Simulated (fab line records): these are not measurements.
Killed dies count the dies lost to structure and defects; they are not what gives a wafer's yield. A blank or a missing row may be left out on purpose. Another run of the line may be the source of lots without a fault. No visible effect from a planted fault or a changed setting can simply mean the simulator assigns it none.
fab line records + flow berkeleyCmos170
[record]
- lots = 15
- wafers = 45
- lastDay = 13
route steps=331 shown V1@264
lots that met no fault: taken from a fault-free run of the same line
startH: hours from the record's opening day to when the first of the lot's shown wafers began + waitH: hours elapsed since this lot's preceding step + " repeats the value in the row above + L1.1+2: several wafers, shown together as one row + - no value, or no start given + * or withheld: withheld + < > ~ a bound
route shown NAME@n: a module of which the file shows steps, and the number in the route of the first + usual: mean/standard deviation of fault-free wafers + same: alike in all rows + chamber/n: place in a boat + sites: each site's reading + _std_site: standard deviation across them + _edge_site: the outer-site mean with the inner-site mean subtracted + radiusMm: how far each site lies from the wafer's centre + mask NAME#n: copy n + behind: tool/chamber where the wafer was last shaped + hold: why the lot was held/for how many hours/how that ended + device: whichever transistor did not switch (one of n, p or np) + end of line: at the end of the route, the tests of the same wafers + for a step that has no rows: nothing shown but its recipe + killed: count of dies lost to structure and defects at first sort (not the wafer's yield) + map: shows each die of a wafer: x if killed, . if not, _ if none is there
set.NAME: the setting that was run; set.NAME@STEP: the one run at that earlier step + model.NAME: the simulator's own value behind a step, which no gauge read
steps of the route over a sample of lots; a table a step, a row a wafer
services: the hour from which a tool's chamber was out of use, counted from the record's first day as startH (under 0 if before that day), plus the number of hours and why
[[steps]]
[step UCB170_V1_PEB_10]
[recipe]
- pebTempC = 130
- pebTimeS = withheld
- resist = KrF
[usual]
- chillPlateTempC = 23.00/0.09
- exhaustPa = 44.8/0.83
- resistLineTempC = 23.00/0.096
| lot.wafer | tool          | chamber | startH | waitH | chillPlateTempC | exhaustPa | resistLineTempC |
|-----------|---------------|---------|--------|-------|-----------------|-----------|-----------------|
| L321.2    | lithoTrack-01 | 0       | 169.82 | 0.6   | 22.98           | 43.9      | 22.99           |
| L321.5    | "             | 0       | "      | "     | 23.08           | 44.2      | 22.95           |
| L321.6    | "             | 0       | "      | "     | 23.02           | 43.7      | 22.91           |
| L324.1    | lithoTrack-04 | 0       | 188.58 | 0.2   | 22.99           | 44.2      | 23.04           |
| L324.2    | "             | 0       | "      | "     | 22.72           | 43.8      | 23.03           |
| L324.3    | "             | 0       | "      | "     | 22.96           | 43.6      | 23.08           |
| L322.1    | lithoTrack-04 | 0       | 190.72 | 0.1   | 22.98           | 42.6      | 22.89           |
| L322.4    | "             | 0       | "      | "     | 23.12           | 44.9      | 22.99           |
| L322.5    | "             | 0       | "      | "     | 22.92           | 43.1      | 23.01           |
| L329.1    | lithoTrack-01 | -       | 215.94 | 0.7   | -               | -         | -               |
| L329.4    | "             | -       | "      | "     | -               | -         | -               |
| L329.5    | "             | -       | "      | "     | -               | -         | -               |
| L328.1    | lithoTrack-04 | -       | 216.14 | 0.7   | -               | -         | -               |
| L328.2    | "             | -       | "      | "     | -               | -         | -               |
| L328.4    | "             | -       | "      | "     | -               | -         | -               |
| L330.1    | lithoTrack-01 | -       | 229.32 | 0.1   | -               | -         | -               |
| L330.4    | "             | -       | "      | "     | -               | -         | -               |
| L330.5    | "             | -       | "      | "     | -               | -         | -               |
| L334.3    | lithoTrack-01 | 0       | 246.23 | 0.1   | 23.17           | 44.9      | 23.00           |
| L334.4    | "             | 0       | "      | "     | 23.00           | 47.8      | 23.00           |
| L334.5    | "             | 0       | "      | "     | 23.01           | 48.4      | 23.14           |
| L335.1    | lithoTrack-02 | 0       | 246.48 | 0.2   | 22.98           | 44.9      | 22.76           |
| L335.2    | "             | 0       | "      | "     | 22.94           | 44.7      | 22.83           |
| L335.6    | "             | 0       | "      | "     | 22.90           | 44.2      | 22.95           |
| L336.4    | lithoTrack-01 | 0       | 256.27 | 0.1   | 22.90           | 44.8      | 22.98           |
| L336.5    | "             | 0       | "      | "     | 23.06           | 45.4      | 22.98           |
| L336.6    | "             | 0       | "      | "     | 22.88           | 45.5      | 22.98           |
| L337.1    | lithoTrack-02 | 0       | 271.72 | 0.1   | 23.15           | 45.3      | 22.85           |
| L337.2    | "             | 0       | "      | "     | 23.05           | 45.7      | 22.99           |
| L337.3    | "             | 0       | "      | "     | 23.09           | 44.8      | 23.03           |
| L338.3    | lithoTrack-01 | 0       | 274.46 | 0.1   | 23.07           | 44.3      | 23.10           |
| L338.4    | "             | 0       | "      | "     | 23.15           | 45.4      | 22.93           |
| L338.6    | "             | 0       | "      | "     | 23.09           | 45.3      | 23.08           |
| L339.2    | lithoTrack-01 | 0       | 277.23 | 0.3   | 23.05           | 44.2      | 23.06           |
| L339.3    | "             | 0       | "      | "     | 22.91           | 44.9      | 22.84           |
| L339.5    | "             | 0       | "      | "     | 23.09           | 44.9      | 23.23           |
| L341.1    | lithoTrack-02 | 0       | 278.61 | 0.3   | 22.87           | 45.0      | 22.97           |
| L341.4    | "             | 0       | "      | "     | 23.04           | 45.5      | 22.81           |
| L341.6    | "             | 0       | "      | "     | 23.13           | 44.1      | 22.87           |
| L340.2    | lithoTrack-01 | 0       | 278.78 | 0.3   | 23.00           | 44.7      | 22.86           |
| L340.5    | "             | 0       | "      | "     | 22.86           | 44.8      | 23.05           |
| L340.6    | "             | 0       | "      | "     | 22.88           | 44.9      | 23.08           |
| L342.4    | lithoTrack-02 | 0       | 292.30 | 0.2   | 22.82           | 45.3      | 22.93           |
| L342.5    | "             | 0       | "      | "     | 22.83           | 43.7      | 23.05           |
| L342.6    | "             | 0       | "      | "     | 22.97           | 45.3      | 23.11           |
[[services]]
| tool          | chamber | startH | hours | kind                     |
|---------------|---------|--------|-------|--------------------------|
| lithoTrack-01 | -       | 291.19 | -     | consumableReplace:filter |
[[key]]
[firstSign]
- step = UCB170_V1_PEB_10
- reading = toolRecord
- direction = missing
effect none on later readings
metAt UCB170_V1_PEB_10
struckLots L328,L329,L330
laterRowsLeftOut L328.1,L328.2,L328.4,L329.1,L329.4,L329.5,L330.1,L330.4,L330.5
sortLeftOut L328.1,L328.2,L328.4,L329.1,L329.4,L329.5,L330.1,L330.4,L330.5
onsetBetween 190.72 215.94
[fault]
- kind = skippedStepWhole
- tool = lithoTrack-01,lithoTrack-04
- chamber = -
- onsetH = 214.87
- steps = UCB170_V1_PEB_10
- scope = struckLotsOnly
// sortLeftOut: the simulated sort isn't trusted on such a fault, so these wafers' sort isn't shown, and their yield isn't known
// laterRowsLeftOut: the simulator's readings of these wafers behind a module that went badly wrong aren't trusted and aren't shown, but for the sort
